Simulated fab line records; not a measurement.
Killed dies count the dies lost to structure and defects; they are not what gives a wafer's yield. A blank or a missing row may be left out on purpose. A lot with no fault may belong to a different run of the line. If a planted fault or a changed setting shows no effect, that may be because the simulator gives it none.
Matching of chambers :: flow berkeley cmos170 :: pecvd-01 running UCB170_V1_CVD_00: 3 sister chambers
The step deposits SiO2 from TEOS/O2, target thk 2000 nm, time 250 s. 3 wafers are shown with their chamber, then 7 later ones without.

## WAFERS PAIRED WITH THEIR CHAMBERS
wafer: L602.4
chamber: 1
heater power w (W): 218

wafer: L606.1
chamber: 0
heater power w (W): 231

wafer: L606.4
chamber: 2
heater power w (W): 203

## WAFERS WITH NO CHAMBER GIVEN
wafer: L606.5
heater power w (W): 301

wafer: L607.1
heater power w (W): 312

wafer: L607.2
heater power w (W): 247

wafer: L607.6
heater power w (W): 297

wafer: L610.1
heater power w (W): 228

wafer: L610.2
heater power w (W): 253

wafer: L610.3
heater power w (W): 300

## THE CHAMBER EACH PASSED THROUGH
wafer: L606.5
from the rows above: can't be placed: 0 or 1 or 2
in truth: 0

wafer: L607.1
from the rows above: can't be placed: 0 or 1 or 2
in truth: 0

wafer: L607.2
from the rows above: can't be placed: 0 or 1 or 2
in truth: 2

wafer: L607.6
from the rows above: can't be placed: 0 or 1 or 2
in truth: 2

wafer: L610.1
from the rows above: can't be placed: 0 or 1 or 2
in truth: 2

wafer: L610.2
from the rows above: can't be placed: 0 or 1 or 2
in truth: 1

wafer: L610.3
from the rows above: can't be placed: 0 or 1 or 2
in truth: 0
0 of 7 placed correctly. These rows do not allow placing 7 (true chamber among the candidates in 7). Placed wrongly: 0.
How it was worked out, from the rows above alone: a wafer's distance from a chamber is the root of the sum, over the readings, of the square of ((its reading less the chamber's mean) divided by the reading's scatter). The wafer belongs to the nearest chamber; if the next one is less than 2 further off, it can't be placed. For every chamber, the mean is computed from those of its wafers that are shown. The scatter: with one shown wafer a chamber, the root of the mean of the squares of how far each hidden wafer lies from its nearest shown one.
